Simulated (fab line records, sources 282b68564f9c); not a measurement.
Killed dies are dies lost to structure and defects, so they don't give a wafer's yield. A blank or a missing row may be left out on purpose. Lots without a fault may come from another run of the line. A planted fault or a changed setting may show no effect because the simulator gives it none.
fab line records | flow rit_cmos
record lots=6 wafers=18 last_day=6
route steps=202 shown NSD@138 PSD@142 SDANNEAL@153 M1@202
lots that met no fault: from a run of the same line without faults
start_h: hours from the record's first day to the start of the lot's first wafer shown | wait_h: hours since the lot's step before | " the same as in the row above | L1.1+2: a row that stands for several wafers | - no value, or no start given | * or withheld: withheld | < > ~ a bound
route shown NAME@n: a module of which the file shows steps, and the number in the route of the first | usual: mean/standard deviation of fault-free wafers | same: alike in all rows | chamber/n: place in a boat | sites: the reading at each site | _std_site: their standard deviation | _edge_site: outer sites' mean less inner sites' | radius_mm: how far each site lies from the wafer's centre | mask NAME#n: copy n | behind: the tool/chamber that last shaped the wafer | hold: why the lot was held/for how many hours/how that ended | device: the transistor (n, p or np) that didn't switch | end of line: the same wafers' tests at the end of the route | a step without rows: its recipe alone | killed: dies lost to structure and defects at the first sort, not the wafer's yield | map: a wafer's dies, x killed, . not, _ none there
set.NAME: the setting as run; set.NAME@STEP: as run at that earlier step | model.NAME: the simulator's own value behind a step, which no gauge read
lots at some steps of the route; a table a step, a row a wafer
services: from which hour (start_h, from the record's first day; less than 0 if before it) a tool's chamber was out of use, for how many hours, and why
## steps
# step RIT_NSD_HARDBAKE_07
# recipe resist=NOVOLAK temp_c=140 time_s=60
# step RIT_NSD_IMPLANT_08
# recipe species=P energy_kev=25 dose_cm2=9.903e+14 tilt_deg=7
# step RIT_NSD_STRIP_09
# recipe chemistry=O2 time_s=180 resist=NOVOLAK platen_temp_c=withheld power_w=500 pressure_mtorr=4000 o2_flow_sccm=4000
# usual drypump_motor_current_A=5.32/0.25
# columns lot.wafer tool chamber start_h wait_h drypump_motor_current_A rf_hours_counter_h
L487.1 plasma_asher-01 0 51.64 0.1 5.34 42
L487.2 " 1 " " 5.28 42
L487.4 " 0 " " 5.36 -
L493.1 plasma_asher-04 1 82.97 0.1 5.27 29
L493.2 " 0 " " 5.41 29
L493.6 " 0 " " 5.40 -
L498.1 plasma_asher-01 0 107.88 0.1 5.37 48
L498.4 " 0 " " 5.37 -
L498.5 " 0 " " 5.37 -
L501.3 plasma_asher-04 0 125.48 0.1 5.40 -
L501.4 " 1 " " 5.27 -
L501.6 " 0 " " 5.38 -
L502.1 plasma_asher-01 0 127.58 0.1 5.36 1
L502.3 " 0 " " 5.37 -
L502.5 " 1 " " 5.24 -
L504.2 plasma_asher-01 1 139.36 0.1 5.26 2
L504.5 " 0 " " 5.36 -
L504.6 " 1 " " 5.25 -
# step RIT_NSD_TW_MEAS_10
# usual NSD_TW=3084/21
# columns lot.wafer tool chamber start_h wait_h NSD_TW
L487.1 film_metro-02 - 51.81 0.1 3059
L487.2 " - " " 3060
L487.4 " - " " 3069
L493.1 film_metro-03 - 83.15 0.1 3115
L493.2 " - " " 3095
L493.6 " - " " 3101
L498.1 film_metro-03 - 108.06 0.1 3105
L498.4 " - " " 3089
L498.5 " - " " 3095
L501.3 film_metro-03 - 125.62 0.1 3128
L501.4 " - " " 3099
L501.6 " - " " 3096
L502.1 film_metro-03 - 127.76 0.1 3119
L502.3 " - " " 3126
L502.5 " - " " 3106
L504.2 film_metro-02 - 139.55 0.1 3083
L504.5 " - " " 3085
L504.6 " - " " 3066
# step RIT_PSD_HMDS_00
# recipe prime_time_s=60 prime_temp_c=140
# step RIT_PSD_COAT_01
# recipe resist=NOVOLAK spin_rpm=3250 resist_thk_nm=1000
# step RIT_PSD_SOFTBAKE_02
# recipe resist=NOVOLAK temp_c=90 time_s=60
# step RIT_PSD_EXPOSE_03
# recipe mask_id=M10 na=0.57 target_cd_nm=40900 dose_mj=250
# step RIT_PSD_PEB_04
# recipe resist=NOVOLAK temp_c=withheld time_s=withheld
# step RIT_PSD_DEVELOP_05
# recipe resist=NOVOLAK develop_time_s=50 dev_temp_c=23
# step RIT_PSD_OVL_MEAS_06
# usual PSD_OVL=-0.5/1.3
# columns lot.wafer tool chamber start_h wait_h PSD_OVL[nm]
L487.1 overlay-01 - 52.85 - 1.3
L487.2 " - " " 0.2
L487.4 " - " " 0.6
L493.1 overlay-01 - 84.18 - 0.2
L493.2 " - " " -0.2
L493.6 " - " " 1.0
L498.1 overlay-01 - 109.17 - 1.4
L498.4 " - " " 2.7
L498.5 " - " " 1.5
L501.3 overlay-01 - 126.68 - -1.1
L501.4 " - " " -0.7
L501.6 " - " " -0.5
L502.1 overlay-02 - 128.67 - -0.6
L502.3 " - " " -1.4
L502.5 " - " " -1.1
L504.2 overlay-01 - 140.45 - -0.2
L504.5 " - " " -0.1
L504.6 " - " " -0.4
# step RIT_PSD_HARDBAKE_07
# recipe resist=NOVOLAK temp_c=140 time_s=60
# step RIT_PSD_IMPLANT_08
# recipe species=BF2 energy_kev=27 dose_cm2=5e+15 tilt_deg=7
# usual beam_on_s=12.4/0.86
# columns lot.wafer tool chamber start_h wait_h beam_on_s
L487.1 implanter-02 0 53.03 0.1 10.9
L487.2 " 0 " " 10.8
L487.4 " 0 " " 10.9
L493.1 implanter-03 0 84.37 0.1 13.3
L493.2 " 0 " " 12.9
L493.6 " 0 " " 12.7
L498.1 implanter-01 0 109.35 0.1 12.9
L498.4 " 0 " " 12.5
L498.5 " 0 " " 12.8
L501.3 implanter-03 0 126.90 0.1 13.0
L501.4 " 0 " " 12.8
L501.6 " 0 " " 12.7
L502.1 implanter-03 0 128.85 0.1 13.1
L502.3 " 0 " " 12.7
L502.5 " 0 " " 12.8
L504.2 implanter-02 0 140.66 0.1 11.1
L504.5 " 0 " " 11.1
L504.6 " 0 " " 11.2
# step RIT_PSD_STRIP_09
# recipe chemistry=O2 time_s=180 resist=NOVOLAK platen_temp_c=withheld power_w=500 pressure_mtorr=4000 o2_flow_sccm=4000
# usual drypump_motor_current_A=5.39/0.26
# columns lot.wafer tool chamber start_h wait_h drypump_motor_current_A rf_hours_counter_h
L487.1 plasma_asher-02 0 53.18 0.1 4.99 43
L487.2 " 1 " " 5.64 43
L487.4 " 0 " " 4.98 -
L493.1 plasma_asher-01 0 84.52 0.1 5.36 45
L493.2 " 1 " " 5.28 45
L493.6 " 0 " " 5.37 -
L498.1 plasma_asher-02 1 109.50 0.1 5.62 49
L498.4 " 0 " " 5.01 -
L498.5 " 0 " " 4.99 -
L501.3 plasma_asher-01 1 127.06 0.1 5.26 -
L501.4 " 0 " " 5.37 -
L501.6 " 0 " " 5.36 -
L502.1 plasma_asher-03 1 129.00 0.1 5.44 49
L502.3 " 1 " " 5.40 -
L502.5 " 0 " " 5.98 -
L504.2 plasma_asher-01 1 140.78 0.1 5.26 2
L504.5 " 0 " " 5.37 -
L504.6 " 1 " " 5.25 -
# step RIT_PSD_TW_MEAS_10
# usual PSD_TW=3386/23
# columns lot.wafer tool chamber start_h wait_h PSD_TW
L487.1 film_metro-03 - 53.36 0.1 3392
L487.2 " - " " 3372
L487.4 " - " " 3401
L493.1 film_metro-02 - 84.69 0.1 3359
L493.2 " - " " 3331
L493.6 " - " " 3344
L498.1 film_metro-03 - 109.68 0.1 3386
L498.4 " - " " 3396
L498.5 " - " " 3394
L501.3 film_metro-02 - 127.20 0.1 3317
L501.4 " - " " 3303
L501.6 " - " " 3317
L502.1 film_metro-02 - 129.18 0.1 3311
L502.3 " - " " 3297
L502.5 " - " " 3309
L504.2 film_metro-01 - 140.97 0.1 3369
L504.5 " - " " 3371
L504.6 " - " " 3369
# step RIT_SDANNEAL_CLEAN_00
# recipe chemistry=SC1 mix=3:3:50 time_s=600 temp_c=75
# step RIT_SDANNEAL_CLEAN_01
# recipe chemistry=dHF dilution=50:1 time_s=30
# step RIT_SDANNEAL_CLEAN_02
# recipe chemistry=SC2 mix=3:3:50 time_s=600 temp_c=75 dry=n2_spin
# step RIT_SDANNEAL_RTA_03
# recipe temp_c=1050 time_s=5 idle_temp_c=600 ramp_up_c_per_s=342 ramp_down_c_per_s=171 cool_to_c=600 ambient=N2
# usual anneal_temp_c_max=1054.4/1.1 wafer_temp_C_max=1053.7/1.2
# columns lot.wafer tool chamber start_h wait_h anneal_temp_c_max wafer_temp_C_max
L487.1 rtp_anneal-02 0 53.79 0.0 1054.7 1053.3
L487.2 " 0 " " 1056.3 1054.3
L487.4 " 0 " " 1054.9 1052.1
L493.1 rtp_anneal-02 0 85.12 0.0 1054.6 1052.0
L493.2 " 0 " " 1054.6 1053.2
L493.6 " 0 " " 1054.7 1053.2
L498.1 rtp_anneal-01 0 110.10 0.0 1054.9 1053.8
L498.4 " 0 " " 1052.9 1052.4
L498.5 " 0 " " 1052.8 1053.4
L501.3 rtp_anneal-02 0 127.62 0.0 1056.3 1054.8
L501.4 " 0 " " 1055.0 1052.8
L501.6 " 0 " " 1054.7 1051.7
L502.1 rtp_anneal-01 0 129.60 0.0 1052.6 1054.8
L502.3 " 0 " " 1053.3 1052.8
L502.5 " 0 " " 1053.5 1055.5
L504.2 rtp_anneal-01 0 141.43 0.0 1054.6 1053.7
L504.5 " 0 " " 1052.8 1053.7
L504.6 " 0 " " 1054.5 1054.0
# step RIT_SDANNEAL_RS_MEAS_04
# recipe thk_meas_gauge=four-point-probe
# usual PSD_RS=115.9/0.3
# columns lot.wafer tool chamber start_h wait_h hold PSD_RS[ohm/sq]
L487.1 film_metro-03 - 53.84 0.0 - 115.9
L487.2 " - " " - 115.7
L487.4 " - " " - 115.7
L493.1 film_metro-03 - 85.18 0.0 - 115.5
L493.2 " - " " - 115.5
L493.6 " - " " - 115.4
L498.1 film_metro-03 - 110.16 0.0 - 115.9
L498.4 " - " " - 115.7
L498.5 " - " " - 116.1
L501.3 film_metro-02 - 127.70 0.1 await_dispo/0.2h/release 118.3
L501.4 " - " " await_dispo/0.2h/release 118.9
L501.6 " - " " await_dispo/0.2h/release 118.6
L501.3 film_metro-02 - 128.06 0.3 - 118.1
L501.4 " - " " - 118.5
L501.6 " - " " - 118.3
L502.1 film_metro-03 - 129.66 0.0 await_dispo/0.2h/release 118.3
L502.3 " - " " await_dispo/0.2h/release 118.0
L502.5 " - " " await_dispo/0.2h/release 118.3
L502.1 film_metro-03 - 130.02 0.3 - 118.3
L502.3 " - " " - 117.9
L502.5 " - " " - 118.2
L504.2 film_metro-03 - 141.49 0.1 - 116.0
L504.5 " - " " - 116.1
L504.6 " - " " - 116.1
# step RIT_SDANNEAL_RS_MEAS_05
# recipe thk_meas_gauge=four-point-probe
# usual NSD_RS=85.23/0.26
# columns lot.wafer tool chamber start_h wait_h hold NSD_RS[ohm/sq]
L487.1 film_metro-03 - 53.96 0.1 - 85.04
L487.2 " - " " - 84.88
L487.4 " - " " - 85.05
L493.1 film_metro-03 - 85.30 0.1 - 84.89
L493.2 " - " " - 85.31
L493.6 " - " " - 84.93
L498.1 film_metro-03 - 110.28 0.1 - 84.85
L498.4 " - " " - 84.89
L498.5 " - " " - 84.71
L501.3 film_metro-02 - 130.47 2.4 await_dispo/2.3h/release 85.34
L501.4 " - " " await_dispo/2.3h/release 85.84
L501.6 " - " " await_dispo/2.3h/release 85.59
L502.1 film_metro-03 - 133.38 3.3 await_dispo/3.2h/release 85.36
L502.3 " - " " await_dispo/3.2h/release 84.93
L502.5 " - " " await_dispo/3.2h/release 84.83
L504.2 film_metro-03 - 141.61 0.1 - 85.22
L504.5 " - " " - 85.04
L504.6 " - " " - 85.20
# step RIT_M1_PROBE_99
# usual killed_at_M0_to_M3=0.0/0.16 killed_at_contacts=0.1/0.25 killed_at_front_end=7/3.1 killed_dies=7/3.1 killed_open=3.6/2 killed_short=3.5/2
# same gross_dies=264 killed_at_M4_up=0 killed_at_back_side=0 killed_at_other=0
# columns lot.wafer tool chamber start_h wait_h killed_at_M0_to_M3 killed_at_contacts killed_at_front_end killed_dies killed_open killed_short
L487.1 prober-01 - 61.39 0.1 0 1 3 4 3 1
L487.2 prober-01 - 61.44 0.1 0 0 9 9 3 6
L487.4 prober-01 - 61.54 0.2 0 0 2 2 1 1
L493.1 prober-01 - 92.55 0.1 0 1 4 5 3 2
L493.2 prober-01 - 92.60 0.1 0 0 6 6 4 2
L493.6 prober-01 - 92.80 0.2 0 1 9 10 4 6
L498.1 prober-02 - 117.61 0.1 0 0 3 3 2 1
L498.4 prober-02 - 117.76 0.2 0 0 2 2 0 2
L498.5 prober-02 - 117.81 0.2 0 0 10 10 3 7
L501.3 prober-01 - 138.98 0.2 0 0 5 5 2 3
L501.4 prober-01 - 139.03 0.2 0 0 1 1 0 1
L501.6 prober-01 - 139.13 0.2 0 0 4 4 3 1
L502.1 prober-02 - 141.96 0.1 0 0 10 10 6 4
L502.3 prober-02 - 142.06 0.2 1 0 13 14 4 10
L502.5 prober-02 - 142.16 0.2 0 0 4 4 0 4
L504.2 prober-02 - 149.90 0.1 0 0 2 2 2 0
L504.5 prober-02 - 150.05 0.2 0 0 11 11 6 5
L504.6 prober-02 - 150.10 0.2 0 1 8 9 6 3
# killed by level:class
L487.1 FOX1:geometric_particle:open=1 GATE:geometric_particle:short=1 SILICIDE:geometric_particle:open=1 CONTACT:geometric_particle:open=1
L487.2 GATE:geometric_particle:short=3 SPACER:geometric_particle:short=2 FOX2:geometric_particle:short=1 GATE:geometric_particle:open=1 REOX:geometric_particle:open=1 SPACER:geometric_particle:open=1
L487.4 GATE:geometric_particle:open=1 SPACER:geometric_particle:short=1
L493.1 FOX1:geometric_particle:open=1 FOX2:geometric_particle:short=1 GATE:geometric_particle:open=1 REOX:geometric_particle:open=1 CONTACT:geometric_particle:short=1
L493.2 FOX2:geometric_particle:open=2 SPACER:geometric_particle:open=2 SPACER:geometric_particle:short=1 SILICIDE:geometric_particle:short=1
L493.6 GATE:geometric_particle:short=2 SPACER:geometric_particle:short=2 FOX2:geometric_particle:open=1 FOX2:geometric_particle:short=1 GATE:geometric_particle:open=1 REOX:geometric_particle:open=1 SPACER:geometric_particle:open=1 CONTACT:geometric_particle:short=1
L498.1 REOX:geometric_particle:open=2 SILICIDE:geometric_particle:short=1
L498.4 GATE:geometric_particle:short=1 SILICIDE:geometric_particle:short=1
L498.5 FOX1:geometric_particle:short=4 FOX1:geometric_particle:open=1 FOX2:geometric_particle:short=1 FOX2:geometric_particle:open=1 GATE:geometric_particle:short=1 REOX:geometric_particle:open=1 SILICIDE:geometric_particle:short=1
L501.3 GATE:geometric_particle:open=2 REOX:geometric_particle:short=2 SPACER:geometric_particle:short=1
L501.4 GATE:geometric_particle:short=1
L501.6 GATE:geometric_particle:open=3 SILICIDE:geometric_particle:short=1
L502.1 GATE:geometric_particle:short=3 GATE:geometric_particle:open=2 SPACER:geometric_particle:open=2 FOX1:geometric_particle:open=1 FOX2:geometric_particle:open=1 SILICIDE:geometric_particle:short=1
L502.3 SILICIDE:geometric_particle:short=3 FOX1:geometric_particle:short=2 GATE:geometric_particle:short=2 REOX:geometric_particle:short=2 SPACER:geometric_particle:open=2 GATE:geometric_particle:open=1 REOX:geometric_particle:open=1 M1:geometric_particle:short=1
L502.5 GATE:geometric_particle:short=2 REOX:geometric_particle:short=1 SILICIDE:geometric_particle:short=1
L504.2 GATE:geometric_particle:open=2
L504.5 GATE:geometric_particle:short=4 GATE:geometric_particle:open=3 REOX:geometric_particle:open=2 FOX1:geometric_particle:open=1 REOX:geometric_particle:short=1
L504.6 REOX:geometric_particle:open=4 GATE:geometric_particle:open=1 REOX:geometric_particle:short=1 SILICIDE:geometric_particle:open=1 SILICIDE:geometric_particle:short=1 CONTACT:geometric_particle:short=1
## services
# columns tool chamber start_h hours kind
plasma_asher-04 - 30.46 1.8 repair
implanter-02 - 44.18 7.1 repair
implanter-01 - 51.37 0.6 repair
plasma_asher-04 - 59.66 0.8 repair
implanter-03 - 72.95 3.6 repair
plasma_asher-01 - 77.77 2.8 pm
implanter-02 - 89.40 6.8 repair
implanter-02 - 94.09 1.1 repair
plasma_asher-02 - 105.46 2.7 repair
plasma_asher-01 - 108.75 9.0 pm
plasma_asher-01 0 108.75 9.0 vent_cycle
plasma_asher-01 1 108.75 9.0 vent_cycle
plasma_asher-01 0 117.75 - clean
plasma_asher-01 1 117.75 - clean
implanter-02 - 134.38 5.2 pm
implanter-03 - 135.18 6.8 repair
## key
first_sign step=RIT_PSD_TW_MEAS_10 reading=PSD_TW direction=down sigmas=3.4 usual=3386 struck=3309
effect step=RIT_SDANNEAL_RS_MEAS_04 reading=visit direction=added
effect step=RIT_SDANNEAL_RS_MEAS_04 reading=PSD_RS direction=up sigmas=8.1 usual=115.9 struck=118.4
met_at RIT_PSD_IMPLANT_08
struck_wafers L501.3,L501.4,L501.6,L502.1,L502.3,L502.5
tester_left_out L501,L502
onset_between 84.37 126.90
fault kind=process_parameter_drift tool=implanter-03 chamber=- onset_h=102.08 steps=RIT_PSD_IMPLANT_08 channel=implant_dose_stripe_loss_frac offset=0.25 shape=step end_h=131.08
# tester_left_out: of these lots the tester's yield and bins aren't shown, on N5 and GAA mostly nor the transistor test; their killed dies are dies lost to structure and defects alone, not to doping, threshold or leakage, so they don't give the yield
